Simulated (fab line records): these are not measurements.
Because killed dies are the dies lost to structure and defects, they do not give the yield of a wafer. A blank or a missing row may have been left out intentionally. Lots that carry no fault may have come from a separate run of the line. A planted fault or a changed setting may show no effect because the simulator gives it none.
fab line records	flow rit-cmos
record: lots: 6	wafers: 18	last-day: 7
route steps=202 shown PRETRO@69 GATE@75 FOX2@80 M1@202
lots that met no fault: taken from a fault-free run of the same line
start-h: start of the lot's first displayed wafer, in hours after the record's first day	wait-h: how many hours have passed since the lot's step before this one	" same as the row above	L1.1+2: several wafers, shown together as one row	- value missing, or start not given	* or withheld: withheld	< > ~ a bound
route shown NAME@n: a module of which the file shows steps, and the number in the route of the first	usual: mean/standard deviation of fault-free wafers	same: alike in all rows	chamber/n: place in a boat	sites: per-site readings	_std_site: their standard deviation	_edge_site: mean of outer sites minus mean of inner sites	radius-mm: for every site, how far away it sits from the centre of the wafer	mask NAME#n: copy n	behind: the most recent tool/chamber to have shaped the wafer	hold: why the lot went on hold/how many hours it stayed there/how the hold came to an end	device: the transistor (n, p or np) that didn't switch	end of line: the route-end tests of the same wafers	step lacking rows: just its recipe	killed: at the first sort, the dies lost to defects and structure; wafer yield is something else	map: a wafer's dies, marking killed ones x, the rest . and places with no die _
set.NAME: the setting as run; set.NAME@STEP: as run at that earlier step	model.NAME: the simulator's own value behind a step, which no gauge read
certain route steps with their lots: each step a table, each wafer a row
services: when a tool's chamber went out of use (start-h, in hours from the record's first day, below 0 if earlier), for how many hours, and the reason
== steps ==
step: RIT_PRETRO_DEVELOP_05
recipe: resist: NOVOLAK	develop-time-s: 65.41	dev-temp-c: 23
step: RIT_PRETRO_OVL_MEAS_06
usual: PRETRO_OVL: 0.4/1.4
lot.wafer	tool	chamber	start-h	wait-h	PRETRO_OVL[nm]
L414.1	overlay-01	-	63.25	-	-0.2
L414.2	"	-	"	"	-2.1
L414.6	"	-	"	"	0.1
L415.1	overlay-01	-	67.35	-	0.7
L415.2	"	-	"	"	1.3
L415.4	"	-	"	"	1.4
L417.2	overlay-02	-	79.02	-	-1.1
L417.5	"	-	"	"	0.3
L417.6	"	-	"	"	-1.1
L418.1	overlay-02	-	85.82	-	1.6
L418.2	"	-	"	"	1.7
L418.6	"	-	"	"	3.0
L426.1	overlay-01	-	130.90	-	-2.1
L426.2	"	-	"	"	-0.9
L426.6	"	-	"	"	-2.3
L431.3	overlay-02	-	151.81	-	0.9
L431.4	"	-	"	"	0.5
L431.6	"	-	"	"	1.9
step: RIT_PRETRO_HARDBAKE_07
recipe: resist: NOVOLAK	temp-c: 140	time-s: 120
step: RIT_PRETRO_IMPLANT_08
recipe: species: B	energy-kev: 45	dose-cm2: 1.2e+13	tilt-deg: 7
step: RIT_PRETRO_STRIP_09
recipe: chemistry: O2	time-s: 180	resist: NOVOLAK	platen-temp-c: withheld	power-w: 500	pressure-mtorr: 4000	o2-flow-sccm: 4000
usual: drypump-motor-current-A: 5.4/0.42	rf-refl-power-W: 6.0/1.8
lot.wafer	tool	chamber	start-h	wait-h	drypump-motor-current-A	rf-hours-counter-h	rf-refl-power-W
L414.1	plasma-asher-04	1	63.69	0.1	5.3	41	3.8
L414.2	"	0	"	"	5.9	41	7.0
L414.6	"	0	"	"	5.9	-	6.9
L415.1	plasma-asher-04	0	67.81	0.1	5.9	41	7.2
L415.2	"	1	"	"	5.3	41	3.5
L415.4	"	0	"	"	5.9	-	6.5
L417.2	plasma-asher-01	0	79.45	0.1	5.0	42	4.4
L417.5	"	0	"	"	5.0	-	4.3
L417.6	"	1	"	"	4.8	-	8.1
L418.1	plasma-asher-01	0	86.25	0.1	5.0	43	4.3
L418.2	"	1	"	"	4.9	43	8.3
L418.6	"	1	"	"	4.8	-	8.0
L426.1	plasma-asher-01	0	131.34	0.1	5.0	48	4.3
L426.2	"	1	"	"	4.9	48	8.1
L426.6	"	1	"	"	4.9	-	8.0
L431.3	plasma-asher-03	0	152.29	0.1	5.9	-	4.4
L431.4	"	1	"	"	5.7	-	7.6
L431.6	"	1	"	"	5.7	-	7.2
step: RIT_PRETRO_TW_MEAS_10
usual: PRETRO_TW: 476/4.2
lot.wafer	tool	chamber	start-h	wait-h	PRETRO_TW
L414.1	film-metro-02	-	63.87	0.1	476
L414.2	"	-	"	"	477
L414.6	"	-	"	"	480
L415.1	film-metro-02	-	67.98	0.1	479
L415.2	"	-	"	"	479
L415.4	"	-	"	"	479
L417.2	film-metro-01	-	79.64	0.1	472
L417.5	"	-	"	"	474
L417.6	"	-	"	"	472
L418.1	film-metro-02	-	86.43	0.1	478
L418.2	"	-	"	"	478
L418.6	"	-	"	"	475
L426.1	film-metro-03	-	131.51	0.1	482
L426.2	"	-	"	"	478
L426.6	"	-	"	"	479
L431.3	film-metro-01	-	152.43	0.1	472
L431.4	"	-	"	"	471
L431.6	"	-	"	"	473
step: RIT_GATE_WET_ETCH_00
recipe: chemistry: BOE	target: SiO2	target-depth-nm: 56	time-s: 60	dry: n2-spin	dilution: 10:1	temp-c: 21.5
step: RIT_GATE_CLEAN_01
recipe: chemistry: SC1	mix: 3:3:50	time-s: 600	temp-c: 75
step: RIT_GATE_CLEAN_02
recipe: chemistry: dHF	dilution: 50:1	time-s: 30
step: RIT_GATE_CLEAN_03
recipe: chemistry: SC2	mix: 3:3:50	time-s: 600	temp-c: 75	dry: n2-spin
step: RIT_GATE_CLEAN_04
recipe: chemistry: dHF	dilution: 50:1	time-s: 60	dry: n2-spin
step: RIT_FOX2_THK_MEAS_91
recipe: reads: SiO2_of_FOX2_OXIDATION_00
usual: FIELD_OXIDE_LEFT_2_THK: 255/7.8
lot.wafer	tool	chamber	start-h	wait-h	FIELD_OXIDE_LEFT_2_THK[nm]
L414.1	film-metro-03	-	64.34	0.0	255
L414.2	"	-	"	"	251
L414.6	"	-	"	"	258
L415.1	film-metro-04	-	68.46	0.0	246
L415.2	"	-	"	"	250
L415.4	"	-	"	"	248
L417.2	film-metro-01	-	80.12	0.0	252
L417.5	"	-	"	"	250
L417.6	"	-	"	"	254
L418.1	film-metro-04	-	86.95	0.0	251
L418.2	"	-	"	"	242
L418.6	"	-	"	"	248
L426.1	film-metro-01	-	131.99	0.0	244
L426.2	"	-	"	"	250
L426.6	"	-	"	"	243
L431.3	film-metro-03	-	152.94	0.0	260
L431.4	"	-	"	"	264
L431.6	"	-	"	"	255
step: RIT_GATE_OXIDATION_05
recipe: temp-c: 900	ambient: O2	target-thk-a: 30	ox-time-s: 270
usual: spike-tc-centre-C: 902.6/1.3	spike-tc-load-C: 927.0/1.3	spike-tc-source-C: 922.8/1.2	tube-center-temp-C: 900/0.076	tube_center_temp_C_max: 902.2/0.35
lot.wafer	tool	chamber	start-h	wait-h	spike-tc-centre-C	spike-tc-load-C	spike-tc-source-C	tube-center-temp-C	tube_center_temp_C_max	model.SiO2_of_GATE_OXIDATION_05.thk-nm
L414.1	furnace-01	0	64.40	0.1	900.7	926.5	923.9	899.96	902.1	3.095
L414.2	"	0	"	"	902.6	928.5	924.3	900	902.6	3.095
L414.6	"	0	"	"	901.0	928.0	923.7	900.04	902.2	3.133
L415.1	furnace-03	0	68.85	0.4	903.7	928.1	922.5	899.98	901.9	3.047
L415.2	"	0	"	"	902.4	928.1	920.1	900.02	902.6	3.012
L415.4	"	0	"	"	903.2	927.5	921.7	900.01	902.5	2.959
L417.2	furnace-03	0	82.85	2.7	919.8	942.9	937.2	914.96	916.9	3.645
L417.5	"	0	"	"	919.1	943.3	940.4	915	917.5	3.602
L417.6	"	0	"	"	917.5	942.1	939.0	914.97	916.7	3.599
L418.1	furnace-03	0	91.09	4.1	918.4	943.7	938.0	914.91	917.3	3.615
L418.2	"	0	"	"	917.0	943.0	936.9	915.01	917.0	3.574
L418.6	"	0	"	"	919.4	942.6	937.9	914.96	917.8	3.594
L426.1	furnace-01	0	133.80	1.8	900.1	926.1	922.9	900.09	902.3	3.069
L426.2	"	0	"	"	900.7	928.5	925.4	899.85	902.1	3.057
L426.6	"	0	"	"	901.3	927.5	925.1	900.15	902.8	2.991
L431.3	furnace-04	0	153.71	0.8	900.5	926.6	921.3	900.09	902.1	2.985
L431.4	"	0	"	"	902.1	925.2	921.5	899.93	901.9	3.045
L431.6	"	0	"	"	902.9	925.6	921.3	900.06	902.5	3.032
step: RIT_GATE_ANNEAL_06
recipe: temp-c: 900	time-s: 600	ambient: N2O
step: RIT_GATE_THK_MEAS_07
recipe: reads: SiO2_of_GATE_OXIDATION_05
usual: GATE_OXIDE_THK: 3.05/0.067
lot.wafer	tool	chamber	start-h	wait-h	hold	GATE_OXIDE_THK[nm]
L414.1	film-metro-01	-	67.53	0.0	-	3.07
L414.2	"	-	"	"	-	3.12
L414.6	"	-	"	"	-	3.10
L415.1	film-metro-01	-	70.17	0.0	-	3.07
L415.2	"	-	"	"	-	3.01
L415.4	"	-	"	"	-	2.91
L417.2	film-metro-04	-	89.17	0.0	await-dispo/0.2h/release	3.61
L417.5	"	-	"	"	await-dispo/0.2h/release	3.58
L417.6	"	-	"	"	await-dispo/0.2h/release	3.59
L417.2	film-metro-04	-	89.39	0.2	-	3.62
L417.5	"	-	"	"	-	3.60
L417.6	"	-	"	"	-	3.66
L418.1	film-metro-01	-	95.66	0.0	await-dispo/0.2h/release	3.64
L418.2	"	-	"	"	await-dispo/0.2h/release	3.58
L418.6	"	-	"	"	await-dispo/0.2h/release	3.59
L418.1	film-metro-01	-	95.89	0.2	-	3.60
L418.2	"	-	"	"	-	3.54
L418.6	"	-	"	"	-	3.61
L426.1	film-metro-01	-	135.13	0.0	-	3.05
L426.2	"	-	"	"	-	3.07
L426.6	"	-	"	"	-	3.04
L431.3	film-metro-01	-	155.05	0.0	-	2.95
L431.4	"	-	"	"	-	3.04
L431.6	"	-	"	"	-	3.00
step: RIT_M1_PROBE_99
usual: killed-at-contacts: 0.1/0.25	killed-at-front-end: 7/3.2	killed-dies: 7/3.2	killed-on-rim: 2.1/1.5	killed-open: 3.5/2.2	killed-short: 3.6/2.1
same: gross-dies: 264	killed_at_M0_to_M3: 0	killed_at_M4_up: 0	killed-at-back-side: 0	killed-at-other: 0
lot.wafer	tool	chamber	start-h	wait-h	killed-at-contacts	killed-at-front-end	killed-dies	killed-on-rim	killed-open	killed-short
L414.1	prober-02	-	90.76	0.1	0	16	16	5	8	8
L414.2	prober-02	-	90.81	0.1	0	8	8	3	4	4
L414.6	prober-02	-	91.01	0.2	0	1	1	0	0	1
L415.1	prober-01	-	94.87	0.1	0	8	8	0	2	6
L415.2	prober-01	-	94.92	0.1	0	5	5	1	3	2
L415.4	prober-01	-	95.02	0.2	0	7	7	2	3	4
L418.1	prober-02	-	131.21	0.1	0	9	9	2	6	3
L418.2	prober-02	-	131.26	0.1	0	10	10	1	4	6
L418.6	prober-02	-	131.46	0.2	1	7	8	2	4	4
L426.1	prober-02	-	159.91	0.1	0	6	6	3	3	3
L426.2	prober-02	-	159.96	0.1	0	9	9	1	5	4
L426.6	prober-02	-	160.16	0.2	0	7	7	2	1	6
L431.3	prober-01	-	178.46	0.2	0	4	4	1	0	4
L431.4	prober-01	-	178.51	0.2	0	5	5	0	3	2
L431.6	prober-01	-	178.61	0.2	0	11	11	2	2	9
killed by level:class
L414.1 FOX2:geometric-particle:short=3 REOX:geometric-particle:open=3 FOX1:geometric-particle:open=2 FOX1:geometric-particle:short=2 GATE:geometric-particle:open=2 REOX:geometric-particle:short=2 FOX2:geometric-particle:open=1 GATE:geometric-particle:short=1
L414.2 GATE:geometric-particle:open=2 GATE:geometric-particle:short=2 SPACER:geometric-particle:short=2 SILICIDE:geometric-particle:open=2
L414.6 GATE:geometric-particle:short=1
L415.1 SPACER:geometric-particle:short=4 REOX:geometric-particle:short=1 SPACER:geometric-particle:open=1 SILICIDE:geometric-particle:open=1 SILICIDE:geometric-particle:short=1
L415.2 FOX1:geometric-particle:open=1 FOX2:geometric-particle:short=1 REOX:geometric-particle:open=1 SILICIDE:geometric-particle:short=1 SILICIDE:geometric-particle:open=1
L415.4 SPACER:geometric-particle:short=2 REOX:geometric-particle:short=1 REOX:geometric-particle:open=1 SPACER:geometric-particle:open=1 SILICIDE:geometric-particle:open=1 SILICIDE:geometric-particle:short=1
L418.1 REOX:geometric-particle:open=3 FOX2:geometric-particle:short=1 FOX2:geometric-particle:open=1 GATE:geometric-particle:open=1 GATE:geometric-particle:short=1 SPACER:geometric-particle:open=1 SILICIDE:geometric-particle:short=1
L418.2 GATE:geometric-particle:open=4 FOX1:geometric-particle:short=2 REOX:geometric-particle:short=2 FOX2:geometric-particle:short=1 GATE:geometric-particle:short=1
L418.6 GATE:geometric-particle:short=3 FOX1:geometric-particle:open=1 GATE:geometric-particle:open=1 REOX:geometric-particle:open=1 SILICIDE:geometric-particle:short=1 CONTACT:geometric-particle:open=1
L426.1 GATE:geometric-particle:open=2 FOX1:geometric-particle:short=1 FOX1:geometric-particle:open=1 GATE:geometric-particle:short=1 REOX:geometric-particle:short=1
L426.2 GATE:geometric-particle:short=3 GATE:geometric-particle:open=2 REOX:geometric-particle:open=2 FOX1:geometric-particle:short=1 SPACER:geometric-particle:open=1
L426.6 FOX1:geometric-particle:short=3 GATE:geometric-particle:short=2 FOX1:geometric-particle:open=1 SPACER:geometric-particle:short=1
L431.3 FOX1:geometric-particle:short=2 GATE:geometric-particle:short=2
L431.4 FOX1:geometric-particle:open=3 FOX1:geometric-particle:short=1 GATE:geometric-particle:short=1
L431.6 SPACER:geometric-particle:short=3 FOX1:geometric-particle:short=2 GATE:geometric-particle:open=2 SILICIDE:geometric-particle:short=2 FOX2:geometric-particle:short=1 GATE:geometric-particle:short=1
== services ==
tool	chamber	start-h	hours	kind
plasma-asher-04	-	43.51	3.7	repair
plasma-asher-04	-	51.11	3.1	repair
plasma-asher-03	-	69.14	3.4	repair
plasma-asher-04	-	77.09	1.1	repair
plasma-asher-04	0	117.75	-	clean
plasma-asher-04	1	117.75	-	clean
furnace-04	-	126.82	4.3	pm
plasma-asher-04	-	131.12	4.3	pm
plasma-asher-03	-	146.76	0.7	repair
== key ==
first-sign: step: RIT_GATE_OXIDATION_05	reading: tube-center-temp-C	direction: up	sigmas: 99+	usual: *	struck: *
effect: step: RIT_GATE_OXIDATION_05	reading: tube_center_temp_C_max	direction: up	sigmas: 43	usual: *	struck: *
effect: step: RIT_GATE_THK_MEAS_07	reading: visit	direction: added
effect: step: RIT_GATE_THK_MEAS_07	reading: GATE_OXIDE_THK	direction: up	sigmas: 8.1	usual: 3.05	struck: 3.60
model-effect: step: RIT_GATE_OXIDATION_05	value: SiO2_of_GATE_OXIDATION_05.thk-nm	without: 3.012	struck: 3.605
met-at RIT_GATE_OXIDATION_05
struck-wafers L417.2,L417.5,L417.6,L418.1,L418.2,L418.6
rows-end L417.2,L417.5,L417.6
tester-left-out L418
onset-between 68.85 82.85
fault: kind: process-parameter-drift	tool: furnace-03	chamber: -	onset-h: 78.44	steps: RIT_GATE_OXIDATION_05	channel: temp-c	offset: *	shape: step	end-h: 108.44	acts-in: *	stated: *
tester-left-out: of these lots the tester's yield and bins aren't shown, on N5 and GAA mostly nor the transistor test; their killed dies are dies lost to structure and defects alone, not to doping, threshold or leakage, so they don't give the yield
rows-end: these wafers met a further fault down the route, and their rows from its step on are left out
